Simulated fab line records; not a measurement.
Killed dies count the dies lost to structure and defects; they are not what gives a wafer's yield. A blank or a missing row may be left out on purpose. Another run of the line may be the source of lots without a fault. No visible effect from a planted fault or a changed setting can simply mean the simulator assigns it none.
A lot that was struck, set against a sound lot	flow berkeley cmos170	17 out of 331 route steps
Sound: wafers L554.2, L554.3, L554.4. Struck: wafers L561.3, L561.4, L561.5. At the end, the cause is stated.
Per side, at each step with rows, come the tool, then ch with its chambers, and then its first start. Under that, the readings that differ: sound wafers	struck wafers	difference of the means	sigmas: that difference in standard deviations of wafers without a fault.
alike: readings with means less than 2 such deviations apart, plus words and numbers identical on both sides. not compared: withheld readings, readings lacking a value on some wafer, bounds such as >300 that could conceal the same value, and numbers that have no deviation in the record and whose values overlap.
The two part at a step that has a row with sigmas, a row that says differs or no value, or rows on one side only. Numbers that don't overlap but have no deviation are shown without sigmas and don't part them. A reading that every wafer of one side lacks parts them only if that side has two wafers or more.

UCB170_NSD_CD_MEAS_06 targets a cd of 1200 nm.
  sound on cd sem-01, day 10 11:18; struck on cd sem-01, day 11 17:52
  alike: cd nm
UCB170_NSD_OVL_MEAS_07:
  sound on overlay-02, day 10 11:25; struck on overlay-02, day 11 17:57
reading	sound	struck	difference	sigmas
NSD_OVL (nm)	2 1 4	-8 -12 -7	-11	-2
after that, 1 step had no rows for these wafers: UCB170_NSD_IMPLANT_08.
UCB170_NSD_STRIP_09: strips in O2.
  sound on plasma asher-04 ch 0,1, day 10 11:35; struck on plasma asher-04 ch 0,1, day 11 18:10
  alike: drypump motor current A, oes product au, strip time to endpoint s
  not compared: rf hours counter h
UCB170_NSD_TW_MEAS_10:
  sound on film metro-02, day 10 11:42; struck on film metro-02, day 11 18:15
  alike: NSD_TW
then, 4 steps without rows for these wafers: UCB170_NSD_CLEAN_11 (cleans in SPM, time 600 s); UCB170_BACKSIDE_HMDS_00 (prime time 60 s); UCB170_BACKSIDE_COAT_01 (resist thk 900 nm); UCB170_BACKSIDE_SOFTBAKE_02 (time 60 s).
UCB170_BACKSIDE_STRIP_03: strips in O2.
  sound on plasma asher-04 ch 0,1, day 10 12:47; struck on plasma asher-03 ch 0,1, day 11 18:59
  alike: drypump motor current A, oes product au, strip time to endpoint s
  not compared: rf hours counter h
then, 1 step without rows for these wafers: UCB170_BACKSIDE_CLEAN_04 (cleans in SPM, time 600 s).
UCB170_SDANNEAL_RTA_00: time 10 s.
  sound on rtp anneal-01 ch 0, day 10 13:06; struck on rtp anneal-01 ch 0, day 11 19:18
  alike: chamber o2 ppm, lamp power pct, wafer_temp_C_max
UCB170_SDANNEAL_RTA_01: time 5 s.
  sound on rtp anneal-01 ch 0, day 10 13:10; struck on rtp anneal-01 ch 0, day 11 19:22
  alike: chamber o2 ppm, lamp power pct, wafer_temp_C_max
UCB170_SDANNEAL_RS_MEAS_02: measurement is done with a four-point probe.
  sound on film metro-04, day 10 13:14; struck on film metro-01, day 11 19:27
reading	sound	struck	difference	sigmas
PSD_RS (ohm/sq)	75.7 75.7 75.9	69.6 69.3 69.7	-6.2	-21
UCB170_SDANNEAL_RS_MEAS_03: measurement is done with a four-point probe.
  sound on film metro-04, day 10 13:21; struck on film metro-01, day 11 19:34
reading	sound	struck	difference	sigmas
NSD_RS (ohm/sq)	37.34 37.29 37.33	35.96 35.91 35.97	-1.37	-17
UCB170_SDANNEAL_RS_MEAS_04: measurement is done with a four-point probe.
  sound on film metro-04, day 10 13:28; struck on film metro-01, day 11 19:41
reading	sound	struck	difference	sigmas
PLDD_RS (ohm/sq)	1036 1036 1035	1022 1026 1024	-12	-4
UCB170_M3_PROBE_99:
  sound on prober-02, day 11 12:46; struck on prober-01, day 12 23:14
reading	sound	struck	difference	sigmas
model.etest.contact ppoly.end ohm um	233.6 228.5 239.1	215.7 202.9 210.8	-23.9	
model.etest.vpnp.gain	11.7 11.91 11.8	12.44 12.7 12.51	+0.75	

== WHERE THEY PART ==
Earliest at UCB170_NSD_OVL_MEAS_07; latest, in this record, at UCB170_SDANNEAL_RS_MEAS_04.

WHY: whatever the simulator had introduced
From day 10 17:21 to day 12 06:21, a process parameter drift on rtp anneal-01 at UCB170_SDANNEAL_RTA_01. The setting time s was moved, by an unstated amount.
